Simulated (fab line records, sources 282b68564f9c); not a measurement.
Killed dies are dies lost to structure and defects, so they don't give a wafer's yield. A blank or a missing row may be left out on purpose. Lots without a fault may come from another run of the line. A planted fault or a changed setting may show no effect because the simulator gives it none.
Which tool did it? | flow rit_cmos | 14 lots, 42 wafers sampled, at 3 steps of a route of 202

WHAT THE GAUGES READ, wafer by wafer
RIT_SDANNEAL_RS_MEAS_04: measures by four-point-probe. Usual: PSD_RS 115.93 ohm/sq, standard deviation 0.3.
lot  | measured    | on            | PSD_RS (ohm/sq)      | flag
L278 | day 3 13:30 | film_metro-02 | 115.97 115.86 116.16 |
L280 | day 3 23:12 | film_metro-01 | 116.40 116.18 116.05 |
L281 | day 4 01:45 | film_metro-02 | 116.08 116.15 115.92 |
L282 | day 4 07:01 | film_metro-02 | 115.88 115.90 115.88 |
L283 | day 4 13:34 | film_metro-01 | 116.31 116.08 116.12 |
L285 | day 5 02:47 | film_metro-01 | 115.85 116.08 116.00 |
L286 | day 5 05:17 | film_metro-02 | 115.85 115.74 115.76 |
L287 | day 5 09:58 | film_metro-01 | 115.64 115.56 116.09 |
L289 | day 5 18:52 | film_metro-01 | 115.97 115.92 116.01 |
L290 | day 5 23:46 | film_metro-01 | 115.84 115.61 115.84 |
L293 | day 6 14:42 | film_metro-01 | 127.75 128.07 128.00 | OFF
L295 | day 6 22:59 | film_metro-04 | 127.70 127.95 127.87 | OFF
L298 | day 7 14:21 | film_metro-01 | 115.94 115.65 116.13 |
L300 | day 8 01:22 | film_metro-02 | 115.48 115.58 115.53 |

RIT_SDANNEAL_RS_MEAS_06: measures by four-point-probe. Usual: PLDD_RS 178.6 ohm/sq, standard deviation 0.53.
lot  | measured    | on            | PLDD_RS (ohm/sq)  | flag
L278 | day 3 13:44 | film_metro-02 | 179.1 178.9 179.5 |
L280 | day 3 23:26 | film_metro-01 | 178.8 178.2 179.2 |
L281 | day 4 01:59 | film_metro-02 | 178.3 178.6 178.1 |
L282 | day 4 07:15 | film_metro-02 | 179.5 178.8 179.0 |
L283 | day 4 13:49 | film_metro-01 | 179.8 179.2 179.1 |
L285 | day 5 03:01 | film_metro-01 | 179.0 178.5 178.2 |
L286 | day 5 05:31 | film_metro-02 | 178.9 179.0 179.2 |
L287 | day 5 10:12 | film_metro-01 | 178.5 178.4 178.9 |
L289 | day 5 19:07 | film_metro-01 | 179.1 179.1 178.5 |
L290 | day 6 00:01 | film_metro-01 | 177.7 177.8 178.3 |
L293 | day 6 14:56 | film_metro-01 | 190.8 191.2 190.7 | OFF
L295 | day 6 23:14 | film_metro-04 | 191.0 191.8 191.4 | OFF
L298 | day 7 14:35 | film_metro-01 | 179.6 179.1 179.3 |
L300 | day 8 01:37 | film_metro-02 | 177.6 177.7 178.0 |

WHICH TOOL RAN EACH LOT (tool, then ch and the chambers of the sampled wafers, then the start)
lot  | RIT_SDANNEAL_RTA_03
L278 | rtp_anneal-01 ch 0, day 3 13:26
L280 | rtp_anneal-01 ch 0, day 3 23:08
L281 | rtp_anneal-02 ch 0, day 4 01:41
L282 | rtp_anneal-01 ch 0, day 4 06:57
L283 | rtp_anneal-02 ch 0, day 4 13:31
L285 | rtp_anneal-02 ch 0, day 5 02:43
L286 | rtp_anneal-01 ch 0, day 5 05:14
L287 | rtp_anneal-02 ch 0, day 5 09:53
L289 | rtp_anneal-02 ch 0, day 5 18:49
L290 | rtp_anneal-01 ch 0, day 5 23:42
L293 | rtp_anneal-02 ch 0, day 6 14:38
L295 | rtp_anneal-02 ch 0, day 6 22:55
L298 | rtp_anneal-01 ch 0, day 7 14:16
L300 | rtp_anneal-01 ch 0, day 8 01:19
- RIT_SDANNEAL_RTA_03: time 5 s.

WHAT THE TOOLS THEMSELVES READ (means of the sampled wafers that have a number; where no wafer has one, the mark that the record gives instead)
RIT_SDANNEAL_RTA_03. Usual: wafer_temp_C_max 1053.6, standard deviation 1.3.
lot  | tool          | wafer_temp_C_max | flag
L278 | rtp_anneal-01 | 1052.7           |
L280 | rtp_anneal-01 | 1054.2           |
L281 | rtp_anneal-02 | 1052.9           |
L282 | rtp_anneal-01 | 1052.2           |
L283 | rtp_anneal-02 | 1052.5           |
L285 | rtp_anneal-02 | 1054.9           |
L286 | rtp_anneal-01 | 1052.8           |
L287 | rtp_anneal-02 | 1053.5           |
L289 | rtp_anneal-02 | 1053.5           |
L290 | rtp_anneal-01 | 1054.6           |
L293 | rtp_anneal-02 | 1052.8           |
L295 | rtp_anneal-02 | 1053.4           |
L298 | rtp_anneal-01 | 1053.3           |
L300 | rtp_anneal-01 | 1052.8           |

THE ANSWER, worked out from the rows above alone
Rule: a lot is off if the mean of its wafers that have a number lies more than 3 standard deviations from the usual mean. A lot without any number at a reading at which 4 lots or more have one is off too. The other lots that the step has rows for count as sound. The gauges are gone through in route order, then the tools' own readings, and for those a lot's mean is taken as printed above. The first step at which some lot is off is used, and at that step the reading that is off furthest; a lot without a number counts as furthest.
Off: L293, L295, at RIT_SDANNEAL_RS_MEAS_04 (PSD_RS).
A tool fits if, at a process step before that reading, it ran every lot that is off, and no sound lot after the first of them. The gauges at RIT_SDANNEAL_RS_MEAS_04 are tried like those tools. One fits: rtp_anneal-02 at RIT_SDANNEAL_RTA_03. Its last sound lot is L289 (day 5 18:49), its first lot that is off L293 (day 6 14:38): a fault that began between those two fits.

WHAT THE SIMULATOR HAD PUT IN
Process parameter drift: rtp_anneal-02, from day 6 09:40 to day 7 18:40, at RIT_SDANNEAL_RTA_03. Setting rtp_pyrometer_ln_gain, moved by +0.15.
Lots struck among those shown: L293, L295. The rule above found the same.
